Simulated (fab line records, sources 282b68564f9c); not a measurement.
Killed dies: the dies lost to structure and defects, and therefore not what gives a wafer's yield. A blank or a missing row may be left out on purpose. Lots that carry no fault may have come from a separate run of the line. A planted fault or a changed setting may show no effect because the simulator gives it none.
Split-lot study + flow rit_cmos + 5 lots, 23 wafers read, on a route of 202 steps

ABOUT THE SPLIT
At RIT_NRETRO_COAT_01 (resist thk 1300 nm), the setting resist_thk_nm was moved away from the recipe's 1300 nm on 11 of the 23 wafers read, by -5.8% to +2.2%. The other wafers ran this setting at the recipe's value.

SPLIT TO READING: what lies between them in the file, 1 step
- RIT_NRETRO_DEVELOP_05: develop time 68 s (also split here: develop_time_s)

THE READING
NOVOLAK_of_NRETRO_COAT_01.thk_nm (the simulator's own value, which no gauge read), in nm, at RIT_NRETRO_HARDBAKE_07 (time 120 s). There is no usual value for it anywhere in the file. Average 1137 nm, standard deviation 2.9 nm, over the 12 wafers here run with the recipe.

| wafer  | tool, chamber at the split | resist_thk_nm as run, nm | against the recipe | NOVOLAK_of_NRETRO_COAT_01.thk_nm, nm | against lot-mates on the recipe |
|--------|----------------------------|--------------------------|--------------------|--------------------------------------|---------------------------------|
| L074.1 | litho_track-01, 0          | 1300                     | recipe             | 1138                                 | -                               |
| L074.2 | litho_track-01, 0          | 1300                     | recipe             | 1135                                 | -                               |
| L074.3 | litho_track-01, 0          | 1267                     | -2.5%              | 1110                                 | -26                             |
| L074.4 | litho_track-01, 0          | 1267                     | -2.5%              | 1108                                 | -28                             |
| L074.6 | litho_track-01, 0          | 1300                     | recipe             | 1134                                 | -                               |
| L079.1 | litho_track-02, 0          | 1300                     | recipe             | 1138                                 | -                               |
| L079.2 | litho_track-02, 0          | 1224                     | -5.8%              | 1073                                 | -66                             |
| L079.4 | litho_track-02, 0          | 1224                     | -5.8%              | 1071                                 | -68                             |
| L079.5 | litho_track-02, 0          | 1224                     | -5.8%              | 1071                                 | -68                             |
| L079.6 | litho_track-02, 0          | 1300                     | recipe             | 1140                                 | -                               |
| L080.2 | litho_track-04, 0          | 1244                     | -4.3%              | 1091                                 | -48                             |
| L080.5 | litho_track-04, 0          | 1244                     | -4.3%              | 1091                                 | -48                             |
| L080.3 | litho_track-04, 0          | 1244                     | -4.3%              | 1096                                 | -43                             |
| L080.4 | litho_track-04, 0          | 1300                     | recipe             | 1140                                 | -                               |
| L080.6 | litho_track-04, 0          | 1300                     | recipe             | 1138                                 | -                               |
| L082.1 | litho_track-01, 0          | 1329                     | +2.2%              | 1159                                 | +27                             |
| L082.2 | litho_track-01, 0          | 1300                     | recipe             | 1131                                 | -                               |
| L082.4 | litho_track-01, 0          | 1300                     | recipe             | 1133                                 | -                               |
| L082.5 | litho_track-01, 0          | 1329                     | +2.2%              | 1158                                 | +26                             |
| L082.6 | litho_track-01, 0          | 1329                     | +2.2%              | 1157                                 | +25                             |
| L085.1 | litho_track-04, 0          | 1300                     | recipe             | 1135                                 | -                               |
| L085.3 | litho_track-04, 0          | 1300                     | recipe             | 1140                                 | -                               |
| L085.4 | litho_track-04, 0          | 1300                     | recipe             | 1138                                 | -                               |

THE FIT
A straight line over all 23 wafers: NOVOLAK_of_NRETRO_COAT_01.thk_nm changes by +10.6 nm for each +1% of resist_thk_nm; r = +1.00; the points scatter about the line by 2.8 nm.
The same after taking each lot's own level away (the mean of its wafers on the recipe; 23 wafers): +11.3 nm for each +1%; r = +1.00; scatter 1.9 nm.
According to that fit, moving resist_thk_nm by its largest amount changes the reading by 66 nm.
The span of the lots' own levels, 1132.0 to 1139.0 nm, comes to 2.4 times the standard deviation stated above.
The two slopes agree, so the slope changes little with the lot-to-lot level.
Check: for one of the wafers moved furthest among these (-5.8%), held out of the fit, the line's prediction against its lot-mates is -65.5 nm. Against them it came out at -66 nm.

OTHER SPLITS APPLIED TO THESE WAFERS
Other splits were also applied to these wafers ahead of the reading. Each is held against what the fit with the lots' levels taken away leaves over:
| other split on the same wafers       | wafers away from the commonest value | r with NOVOLAK_of_NRETRO_COAT_01.thk_nm (lot level and that fit taken away) |
|--------------------------------------|--------------------------------------|-----------------------------------------------------------------------------|
| RIT_ACTIVE_OXIDATION_01 temp_c       | 10                                   | -0.06                                                                       |
| RIT_ACTIVE_EXPOSE_08 dose_mj         | 11                                   | -0.22                                                                       |
| RIT_ACTIVE_ETCH_13 rf_w              | 5                                    | -0.19                                                                       |
| RIT_FOX2_OXIDATION_00 temp_c         | 18                                   | -0.04                                                                       |
| RIT_NWELL_SOFTBAKE_02 temp_c         | 9                                    | +0.02                                                                       |
| RIT_NWELL_IMPLANT_08 dose_cm2        | 6                                    | -0.05                                                                       |
| RIT_PWELL_DEVELOP_05 develop_time_s  | 7                                    | -0.10                                                                       |
| RIT_NRETRO_DEVELOP_05 develop_time_s | 7                                    | +0.25                                                                       |

THE WHOLE CHAIN: every reading that the file lists as answering this split, in the file's order
| step                   | what it does       | reading                                                                           | change (the file's fit)              | r (the file's) |
|------------------------|--------------------|-----------------------------------------------------------------------------------|--------------------------------------|----------------|
| RIT_NRETRO_COAT_01     | resist thk 1300 nm | NOVOLAK_of_NRETRO_COAT_01.thk_nm (the simulator's own value, which no gauge read) | +13 nm for each +1% of the setting   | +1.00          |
| RIT_NRETRO_HARDBAKE_07 | time 120 s         | NOVOLAK_of_NRETRO_COAT_01.thk_nm (the simulator's own value, which no gauge read) | +11.2 nm for each +1% of the setting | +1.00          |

FILE'S OWN FIT
NOVOLAK_of_NRETRO_COAT_01.thk_nm changes by +11.2 nm for each +1% of resist_thk_nm, r = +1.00.
